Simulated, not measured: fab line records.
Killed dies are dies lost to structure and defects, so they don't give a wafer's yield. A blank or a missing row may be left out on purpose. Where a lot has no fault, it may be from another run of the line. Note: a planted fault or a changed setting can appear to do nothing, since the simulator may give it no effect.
fab line records	flow ritCmos
[record] lots = 7	wafers = 21	lastDay = 19
route steps=202 shown NWELL@38 PWELL@39 WELLDRIVE@50 NRETRO@53 M1@202
lots with no fault: from the same line, run without faults
startH: the number of hours between the record's first day and the start of the first shown wafer of the lot	waitH: hours from the lot's prior step to this one	" identical to the entry in the row above	L1.1+2: a row that stands for several wafers	- either no value or no given start	* or withheld: withheld	< > ~ a bound
route shown NAME@n: NAME is a module with steps in the file, n the number in the route of the first one	usual: average and standard deviation across the fault-free wafers	same: alike in all rows	chamber/n: place in a boat	sites: the reading at each site	_std_site: how widely they spread, as a standard deviation	_edge_site: mean of outer sites minus mean of inner sites	radiusMm: how far each site lies from the wafer's centre	mask NAME#n: copy n	behind: the most recent tool/chamber to have shaped the wafer	hold: reason for holding the lot/hours on hold/outcome of the hold	device: which transistor (n, p or np) failed to switch	end of line: tests of these same wafers at the route's end	a step given without rows: its recipe and nothing more	killed: dies that structure and defects cost at the first sort, which is not the same as the wafer's yield	map: a wafer's dies, x killed, . not, _ none there
set.NAME: the setting the step ran with; set.NAME@STEP: the setting that earlier step ran with	model.NAME: the simulator's own value behind a step, which no gauge read
lots seen at some steps along the route; tables by step, rows by wafer
services: from which hour (startH, from the record's first day; less than 0 if before it) a tool's chamber was out of use, for how many hours, and why
[[steps]]
[step RIT_NWELL_TW_MEAS_10]
[usual] NWELL_TW = 2149/18
lot.wafer	tool	chamber	startH	waitH	NWELL_TW
L538.2	filmMetro-02	-	47.04	0.1	2172
L538.3	"	-	"	"	2176
L538.6	"	-	"	"	2181
L539.3	filmMetro-01	-	51.54	0.1	2133
L539.5	"	-	"	"	2128
L539.6	"	-	"	"	2142
L540.1	filmMetro-04	-	62.33	0.1	2140
L540.3	"	-	"	"	2141
L540.4	"	-	"	"	2138
L547.1	filmMetro-02	-	95.52	0.1	2175
L547.3	"	-	"	"	2180
L547.6	"	-	"	"	2178
L548.1	filmMetro-01	-	102.42	0.1	2160
L548.3	"	-	"	"	2166
L548.5	"	-	"	"	2161
L555.1	filmMetro-02	-	133.57	0.1	2180
L555.3	"	-	"	"	2168
L555.6	"	-	"	"	2173
L556.1	filmMetro-01	-	137.01	0.1	2151
L556.3	"	-	"	"	2132
L556.4	"	-	"	"	2143
[step RIT_PWELL_HMDS_00]
[recipe] primeTimeS = 60	primeTempC = 140
[step RIT_PWELL_COAT_01]
[recipe] resist = NOVOLAK	spinRpm = 2000	resistThkNm = 1300
[step RIT_PWELL_SOFTBAKE_02]
[recipe] resist = NOVOLAK	tempC = 90	timeS = 60
[step RIT_PWELL_EXPOSE_03]
[recipe] maskId = M3	na = 0.57	targetCdNm = 43700	doseMj = 250
[step RIT_PWELL_PEB_04]
[recipe] resist = NOVOLAK	tempC = withheld	timeS = withheld
[step RIT_PWELL_DEVELOP_05]
[recipe] resist = NOVOLAK	developTimeS = 68	devTempC = 23
[step RIT_PWELL_OVL_MEAS_06]
[usual] PWELL_OVL = 0.4/1.2
lot.wafer	tool	chamber	startH	waitH	PWELL_OVL[nm]
L538.2	overlay-01	-	48.10	-	1.2
L538.3	"	-	"	"	1.7
L538.6	"	-	"	"	1.1
L539.3	overlay-01	-	52.47	-	1.0
L539.5	"	-	"	"	2.1
L539.6	"	-	"	"	0.9
L540.1	overlay-01	-	63.40	-	-0.8
L540.3	"	-	"	"	-1.1
L540.4	"	-	"	"	-1.8
L547.1	overlay-02	-	96.46	-	-0.3
L547.3	"	-	"	"	-0.8
L547.6	"	-	"	"	-1.1
L548.1	overlay-01	-	103.49	-	1.3
L548.3	"	-	"	"	-0.5
L548.5	"	-	"	"	0.6
L555.1	overlay-02	-	134.63	-	-0.4
L555.3	"	-	"	"	-0.3
L555.6	"	-	"	"	-0.1
L556.1	overlay-02	-	137.95	-	0.5
L556.3	"	-	"	"	1.0
L556.4	"	-	"	"	1.1
[step RIT_PWELL_HARDBAKE_07]
[recipe] resist = NOVOLAK	tempC = 140	timeS = 120
[step RIT_PWELL_IMPLANT_08]
[recipe] species = B	energyKev = 170	doseCm2 = 7e+13	tiltDeg = 7
[step RIT_PWELL_STRIP_09]
[recipe] chemistry = O2	timeS = 180	resist = NOVOLAK	platenTempC = withheld	powerW = 500	pressureMtorr = 4000	o2FlowSccm = 4000
[usual] drypumpMotorCurrentA = 6.1/0.4
lot.wafer	tool	chamber	startH	waitH	drypumpMotorCurrentA	rfHoursCounterH
L538.2	plasmaAsher-01	1	48.53	0.1	6.4	43
L538.3	"	1	"	"	6.4	-
L538.6	"	1	"	"	6.4	-
L539.3	plasmaAsher-01	0	52.95	0.1	5.6	-
L539.5	"	0	"	"	5.7	-
L539.6	"	1	"	"	6.4	-
L540.1	plasmaAsher-01	1	63.83	0.1	6.4	45
L540.3	"	1	"	"	6.4	-
L540.4	"	0	"	"	5.7	-
L547.1	plasmaAsher-03	1	96.89	0.1	6.3	46
L547.3	"	1	"	"	6.3	-
L547.6	"	1	"	"	6.3	-
L548.1	plasmaAsher-03	1	103.93	0.1	6.3	47
L548.3	"	1	"	"	6.3	-
L548.5	"	1	"	"	6.3	-
L555.1	plasmaAsher-01	0	135.07	0.1	5.6	2
L555.3	"	0	"	"	5.6	-
L555.6	"	0	"	"	5.7	-
L556.1	plasmaAsher-01	0	138.39	0.1	5.6	2
L556.3	"	0	"	"	5.6	-
L556.4	"	1	"	"	6.4	-
[step RIT_PWELL_TW_MEAS_10]
[usual] PWELL_TW = 958/8.8
lot.wafer	tool	chamber	startH	waitH	PWELL_TW
L538.2	filmMetro-02	-	48.71	0.1	968
L538.3	"	-	"	"	963
L538.6	"	-	"	"	967
L539.3	filmMetro-01	-	53.09	0.1	951
L539.5	"	-	"	"	948
L539.6	"	-	"	"	948
L540.1	filmMetro-01	-	64.01	0.1	946
L540.3	"	-	"	"	949
L540.4	"	-	"	"	947
L547.1	filmMetro-02	-	97.07	0.1	968
L547.3	"	-	"	"	968
L547.6	"	-	"	"	973
L548.1	filmMetro-02	-	104.10	0.1	970
L548.3	"	-	"	"	962
L548.5	"	-	"	"	962
L555.1	filmMetro-04	-	135.24	0.1	941
L555.3	"	-	"	"	950
L555.6	"	-	"	"	948
L556.1	filmMetro-04	-	138.56	0.1	946
L556.3	"	-	"	"	949
L556.4	"	-	"	"	946
[step RIT_WELLDRIVE_ANNEAL_00]
[recipe] tempC = 1100	timeS = 14700	ambient = N2
[usual] spikeTcCentreC = 1102.7/1.1	zonePowerCentrePct = 54.9/2.5
lot.wafer	tool	chamber	startH	waitH	spikeTcCentreC	zonePowerCentrePct
L538.2	furnace-01	0	48.96	0.2	1067.3	33.9
L538.3	"	0	"	"	1066.4	34.0
L538.6	"	0	"	"	1069.8	34.4
L539.3	furnace-01	0	57.34	4.2	1067.7	34.6
L539.5	"	0	"	"	1066.5	34.6
L539.6	"	0	"	"	1069.6	34.8
L540.1	furnace-01	0	64.35	0.3	1069.0	34.1
L540.3	"	0	"	"	1069.1	35.1
L540.4	"	0	"	"	1068.3	34.2
L547.1	furnace-04	0	100.76	3.7	1101.7	58.9
L547.3	"	0	"	"	1101.7	58.3
L547.6	"	0	"	"	1103.1	58.2
L548.1	furnace-04	0	105.84	1.7	1101.9	58.5
L548.3	"	0	"	"	1103.6	57.0
L548.5	"	0	"	"	1102.5	58.9
L555.1	furnace-01	0	137.05	1.8	1104.7	52.0
L555.3	"	0	"	"	1103.1	52.9
L555.6	"	0	"	"	1103.6	53.5
L556.1	furnace-04	0	138.66	0.1	1101.4	58.2
L556.3	"	0	"	"	1103.2	57.6
L556.4	"	0	"	"	1104.0	57.8
[step RIT_WELLDRIVE_RS_MEAS_01]
[recipe] thkMeasGauge = four-point-probe
[usual] NWELL_RS = 275.3/0.69
lot.wafer	tool	chamber	startH	waitH	NWELL_RS[ohm/sq]
L538.2	filmMetro-02	-	54.07	0.0	300.7
L538.3	"	-	"	"	301.5
L538.6	"	-	"	"	296.8
L539.3	filmMetro-02	-	62.46	0.0	285.7
L539.5	"	-	"	"	279.8
L539.6	"	-	"	"	279.0
L540.1	filmMetro-01	-	69.44	0.0	278.6
L540.3	"	-	"	"	282.1
L540.4	"	-	"	"	285.7
L547.1	filmMetro-02	-	105.84	0.0	276.2
L547.3	"	-	"	"	276.2
L547.6	"	-	"	"	275.4
L548.1	filmMetro-01	-	110.93	0.0	275.2
L548.3	"	-	"	"	274.9
L548.5	"	-	"	"	275.4
L555.1	filmMetro-02	-	142.14	0.0	275.3
L555.3	"	-	"	"	275.0
L555.6	"	-	"	"	275.3
L556.1	filmMetro-04	-	143.74	0.0	276.3
L556.3	"	-	"	"	275.9
L556.4	"	-	"	"	276.5
[step RIT_WELLDRIVE_RS_MEAS_02]
[recipe] thkMeasGauge = four-point-probe
[usual] PWELL_RS = 429.1/1.2
lot.wafer	tool	chamber	startH	waitH	PWELL_RS[ohm/sq]
L538.2	filmMetro-02	-	54.19	0.1	451.7
L538.3	"	-	"	"	454.2
L538.6	"	-	"	"	449.1
L539.3	filmMetro-02	-	62.58	0.1	438.4
L539.5	"	-	"	"	434.5
L539.6	"	-	"	"	432.4
L540.1	filmMetro-01	-	69.56	0.1	433.5
L540.3	"	-	"	"	436.9
L540.4	"	-	"	"	440.4
L547.1	filmMetro-02	-	105.96	0.1	427.4
L547.3	"	-	"	"	428.2
L547.6	"	-	"	"	425.8
L548.1	filmMetro-01	-	111.05	0.1	428.3
L548.3	"	-	"	"	427.3
L548.5	"	-	"	"	428.7
L556.1	filmMetro-04	-	143.86	0.1	429.4
L556.3	"	-	"	"	428.4
L556.4	"	-	"	"	428.0
L555.1	filmMetro-02	-	417.05	274.9	428.3
L555.3	"	-	"	"	428.4
L555.6	"	-	"	"	429.0
[step RIT_NRETRO_HMDS_00]
[recipe] primeTimeS = 60	primeTempC = 140
[step RIT_M1_PROBE_99]
[usual] killedAtContacts = 0.1/0.27	killedAtFrontEnd = 6/3	killedDies = 7/3	killedOnRim = 1.7/1.4	killedOpen = 3.1/2	killedShort = 3.4/2
[same] grossDies = 264	killed_at_M0_to_M3 = 0	killed_at_M4_up = 0	killedAtBackSide = 0	killedAtOther = 0
lot.wafer	tool	chamber	startH	waitH	killedAtContacts	killedAtFrontEnd	killedDies	killedOnRim	killedOpen	killedShort	model.etest.pmos_0p3.rOnOhmUm	model.etest.nwellPinched.rsOhmSq	model.etest.pwellPinched.rsOhmSq	model.etest.pwell.rsOhmSq	model.etest.pmosTurned.driveUaUm	model.etest.pmosNarrow.driveUaUm	model.etest.pmos_0p3.driveUaUm	model.etest.fieldN.vtV
L538.2	prober-02	-	89.69	0.1	0	9	9	2	3	6	6239	380.2	479.2	437.6	188.3	98.29	99.96	38.53
L538.3	prober-02	-	89.74	0.2	0	5	5	3	2	3	6221	383.5	483.6	444.5	187.2	99.16	100.9	39.41
L538.6	prober-02	-	89.89	0.2	0	9	9	3	5	4	6218	375.7	477.4	439	191.6	98.95	100.3	38.47
L539.3	prober-01	-	93.40	0.2	0	3	3	2	1	2	6220	353.4	469.2	425.9	188.3	103.6	100.9	35.49
L539.5	prober-01	-	93.50	0.2	1	7	8	1	4	4	6070	344.4	469.1	421	194.7	106.8	105.8	33.95
L539.6	prober-01	-	93.55	0.2	0	8	8	1	4	4	6203	351.6	476.7	425.6	194.4	104.2	102.2	35.05
L540.1	prober-02	-	100.21	0.1	0	8	8	3	5	3	6244	341.4	457.8	417.6	182.7	102.8	100.4	34.2
L540.3	prober-02	-	100.31	0.2	0	4	4	0	1	3	6428	348	475.4	427.3	182	99.73	97.38	35.48
L540.4	prober-02	-	100.36	0.2	0	6	6	1	3	3	6422	352.2	454.1	416.3	179.9	99.81	97.01	35.11
L547.1	prober-01	-	137.72	0.1	0	9	9	1	1	8	6091	336.1	452.5	417.4	195	105.4	105.1	35.38
L547.3	prober-01	-	137.82	0.2	0	5	5	1	3	2	6096	333.6	459.3	423.4	187.8	105.4	104.6	35.5
L547.6	prober-01	-	137.97	0.2	0	4	4	0	4	0	6175	338.1	467.8	419.1	191.8	104.5	104.3	35.93
L548.1	prober-02	-	140.71	0.1	0	10	10	4	1	9	6253	339.2	459.7	414.6	188.6	102.9	101.5	36.04
L548.3	prober-02	-	140.81	0.2	0	10	10	1	7	3	6099	335.2	453.5	418.7	190.9	103.8	103.8	36.69
L548.5	prober-02	-	140.91	0.2	0	13	13	7	3	10	6150	337.9	453.1	416.2	192.1	104.5	102.6	35.97
L556.1	prober-01	-	173.51	0.1	0	4	4	0	1	3	6074	330	448.2	410.9	203.6	107.5	105.9	33.38
L556.3	prober-01	-	173.61	0.2	0	4	4	1	1	3	6116	330.6	447.7	412.5	203.2	105.1	103.8	33.55
L556.4	prober-01	-	173.66	0.2	0	5	5	1	1	4	6133	342.1	456	409.9	199.1	107.8	106.2	33.68
L555.1	prober-01	-	450.00	0.1	0	7	7	1	3	4	6145	341.5	449	406	201.4	105.1	102.2	33.03
L555.3	prober-01	-	450.10	0.2	0	5	5	1	1	4	6118	335.1	447.1	404.9	203.1	105.1	104	33.48
L555.6	prober-01	-	450.25	0.2	0	13	13	5	9	4	6142	340.4	445.9	405.7	205.9	104.4	103.2	33.76
// killed by level:class
L538.2 FOX1:geometricParticle:short=2 GATE:geometricParticle:open=2 SPACER:geometricParticle:short=2 ACTIVE:geometricParticle:short=1 FOX2:geometricParticle:short=1 SILICIDE:geometricParticle:open=1
L538.3 FOX1:geometricParticle:open=1 GATE:geometricParticle:short=1 REOX:geometricParticle:short=1 SPACER:geometricParticle:open=1 SILICIDE:geometricParticle:short=1
L538.6 GATE:geometricParticle:short=3 FOX2:geometricParticle:open=2 SPACER:geometricParticle:open=2 FOX1:geometricParticle:short=1 GATE:geometricParticle:open=1
L539.3 GATE:geometricParticle:short=1 SPACER:geometricParticle:short=1 SPACER:geometricParticle:open=1
L539.5 SPACER:geometricParticle:short=3 SPACER:geometricParticle:open=2 FOX1:geometricParticle:short=1 REOX:geometricParticle:open=1 CONTACT:geometricParticle:open=1
L539.6 SPACER:geometricParticle:short=4 SPACER:geometricParticle:open=3 GATE:geometricParticle:open=1
L540.1 REOX:geometricParticle:short=2 FOX2:geometricParticle:open=1 GATE:geometricParticle:open=1 REOX:geometricParticle:open=1 SPACER:geometricParticle:open=1 SILICIDE:geometricParticle:open=1 SILICIDE:geometricParticle:short=1
L540.3 SPACER:geometricParticle:short=2 REOX:geometricParticle:open=1 SILICIDE:geometricParticle:short=1
L540.4 SPACER:geometricParticle:open=2 FOX2:geometricParticle:short=1 GATE:geometricParticle:short=1 SILICIDE:geometricParticle:short=1 SILICIDE:geometricParticle:open=1
L547.1 GATE:geometricParticle:short=5 FOX1:geometricParticle:short=3 FOX1:geometricParticle:open=1
L547.3 FOX1:geometricParticle:open=1 GATE:geometricParticle:short=1 REOX:geometricParticle:open=1 SPACER:geometricParticle:open=1 SPACER:geometricParticle:short=1
L547.6 GATE:geometricParticle:open=3 SPACER:geometricParticle:open=1
L548.1 GATE:geometricParticle:short=4 FOX1:geometricParticle:short=2 REOX:geometricParticle:short=1 SPACER:geometricParticle:open=1 SPACER:geometricParticle:short=1 SILICIDE:geometricParticle:short=1
L548.3 GATE:geometricParticle:open=4 REOX:geometricParticle:short=2 FOX2:geometricParticle:open=1 GATE:geometricParticle:short=1 SPACER:geometricParticle:open=1 SILICIDE:geometricParticle:open=1
L548.5 REOX:geometricParticle:short=4 FOX2:geometricParticle:short=2 GATE:geometricParticle:short=2 FOX1:geometricParticle:short=1 GATE:geometricParticle:open=1 REOX:geometricParticle:open=1 SILICIDE:geometricParticle:open=1 SILICIDE:geometricParticle:short=1
L556.1 GATE:geometricParticle:short=2 REOX:geometricParticle:open=1 REOX:geometricParticle:short=1
L556.3 GATE:geometricParticle:short=2 FOX1:geometricParticle:short=1 GATE:geometricParticle:open=1
L556.4 GATE:geometricParticle:short=4 FOX2:geometricParticle:open=1
L555.1 GATE:geometricParticle:open=3 GATE:geometricParticle:short=2 REOX:geometricParticle:short=1 SPACER:geometricParticle:short=1
L555.3 FOX1:geometricParticle:short=1 FOX1:geometricParticle:open=1 FOX2:geometricParticle:short=1 GATE:geometricParticle:short=1 SILICIDE:geometricParticle:short=1
L555.6 GATE:geometricParticle:open=6 FOX1:geometricParticle:open=3 FOX1:geometricParticle:short=2 FOX2:geometricParticle:short=1 SPACER:geometricParticle:short=1
[[services]]
tool	chamber	startH	hours	kind
plasmaAsher-03	-	56.59	2.4	repair
furnace-04	-	97.05	2.6	pm
furnace-01	-	102.88	4.3	pm
plasmaAsher-01	-	108.75	9.0	pm
plasmaAsher-01	0	108.75	9.0	ventCycle
plasmaAsher-01	1	108.75	9.0	ventCycle
plasmaAsher-01	0	117.75	-	clean
plasmaAsher-01	1	117.75	-	clean
[[key]]
[firstSign] step = RIT_WELLDRIVE_ANNEAL_00	reading = spikeTcCentreC	direction = down	sigmas = 31	usual = 1102.7	struck = 1068.2
[effect] step = RIT_WELLDRIVE_ANNEAL_00	reading = zonePowerCentrePct	direction = down	sigmas = 8.3	usual = 54.9	struck = 34.4
[effect] step = RIT_WELLDRIVE_RS_MEAS_01	reading = NWELL_RS	direction = up	sigmas = 18	usual = 275.3	struck = 287.8
[effect] step = RIT_WELLDRIVE_RS_MEAS_02	reading = PWELL_RS	direction = up	sigmas = 9.8	usual = 429.1	struck = 441.2
[modelEffect] step = RIT_M1_PROBE_99	value = etest.pmos_0p3.rOnOhmUm	without = 6143	struck = 6252
metAt RIT_WELLDRIVE_ANNEAL_00
struckWafers L538.2,L538.3,L538.6,L539.3,L539.5,L539.6,L540.1,L540.3,L540.4
testerLeftOut L538,L539,L540
[fault] kind = processParameterDrift	tool = furnace-01	chamber = -	onsetH = 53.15	steps = RIT_WELLDRIVE_ANNEAL_00	channel = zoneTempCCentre	offset = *	shape = step	endH = 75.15
// testerLeftOut: of these lots the tester's yield and bins aren't shown, on N5 and GAA mostly nor the transistor test; their killed dies are dies lost to structure and defects alone, not to doping, threshold or leakage, so they don't give the yield
